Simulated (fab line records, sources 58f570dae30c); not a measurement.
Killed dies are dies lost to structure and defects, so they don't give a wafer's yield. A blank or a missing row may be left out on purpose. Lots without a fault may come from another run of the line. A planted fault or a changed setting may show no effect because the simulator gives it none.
Problem report in the 8D (eight disciplines) form, filled by code | flow berkeley_cmos170 | the parts of the form that need people (team, actions taken, sign-off) are left out

1. THE PROBLEM
NLDD_TW at UCB170_NLDD_TW_MEAS_11 reads a mean of 2094 on 6 wafers of 2 lots; wafers without a fault read 2203 with a standard deviation of 19. That is -5.7 standard deviations from the usual mean.
First seen on wafer L296.2, day 8 20:08, on film_metro-04. The record holds 42 wafers of 14 lots with a number at this step. Rule for "out", or "out of limits": more than 4 standard deviations from the usual mean. The other wafers with a number count as sound.

2. WHAT IT IS AND WHAT IT IS NOT
question                    | is                           | is not
which readings at this step | NLDD_TW                      | -
which lots                  | L296, L298                   | L286, L287, L288, L289, L290, L291, L292, L302, L303, L305, L308, L309
which wafers of those lots  | all that have a number       | -
read on which gauges        | film_metro-02, film_metro-04 | film_metro-03
when                        | from day 8 20:08             | up to then (21 sound wafers); but 15 sound wafers of L302, L303, L305, L308, L309 came after

3. SUSPECTS, AND WHAT RULES EACH OUT
Counting: a tool at a process step up to the reading stays a suspect if it ran every lot that is out and no sound lot after the first of them.
- the gauge at UCB170_NLDD_TW_MEAS_11: ruled out. The wafers that are out were read on 2 gauges (film_metro-02, film_metro-04).
- rie_si-01 at UCB170_GATE_ETCH_15 (etches poly-Si in HBr/Cl2, stops on SiO2, time 56.3 s, target depth 278.2 nm): ruled out as a lasting fault. Sound lots L303, L308 ran on it after its first lot that is out, L296 (day 8 15:21).
- implanter-01 at UCB170_NLDD_IMPLANT_09: kept. It ran every lot that is out, first L296 (day 8 19:55), and no sound lot after that; its last sound lot up to then is L289 (day 7 07:14). Its own readings are out on those wafers: dose_ions_cm2, faraday_current_uA.
Left after counting: implanter-01 at UCB170_NLDD_IMPLANT_09.

4. THE CAUSE (what the simulator had put in)
Process parameter drift: implanter-01, from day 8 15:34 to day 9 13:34, at UCB170_NLDD_IMPLANT_09. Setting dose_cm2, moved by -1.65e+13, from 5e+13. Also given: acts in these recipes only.
Counting left only this tool.

5. THE CHAIN OF EFFECTS, in route order
Each row: a reading whose mean over the struck wafers that have a number lies more than 3 standard deviations from the usual. Only readings for which the record gives a usual standard deviation are gone through. hours: the time from each lot's start at the first step in this table that gives one to its start at this step, as a median over the lots. sigmas: the change in usual standard deviations.
hours | step                       | reading            | usual        | on struck wafers | change | sigmas
0     | UCB170_NLDD_IMPLANT_09     | dose_ions_cm2      | 5e+13        | 3e+13            | -2e+13 | -99 or more
0     | UCB170_NLDD_IMPLANT_09     | faraday_current_uA | 158          | 106              | -52    | -16
0     | UCB170_NLDD_TW_MEAS_11     | NLDD_TW            | 2203         | 2094             | -109   | -5.7
12    | UCB170_SDANNEAL_RS_MEAS_05 | NLDD_RS            | 615.4 ohm/sq | 694.7            | +79.3  | +57
The process steps in it:
- UCB170_NLDD_IMPLANT_09

6. WHAT WOULD HAVE CAUGHT IT SOONER
In this record the first reading out of limits at a measuring or inspecting step was taken at day 8 20:08, 5 hours after the fault began at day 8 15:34.
The tool's own readings at UCB170_NLDD_IMPLANT_09 were out on every struck wafer that the step has a row for (dose_ions_cm2, faraday_current_uA): an alarm limit on them would have fired on the first of those.
Of the lots that are out (2), L298 began UCB170_NLDD_IMPLANT_09 on implanter-01 after day 8 20:08. A hold on the tool at that time would have spared it.
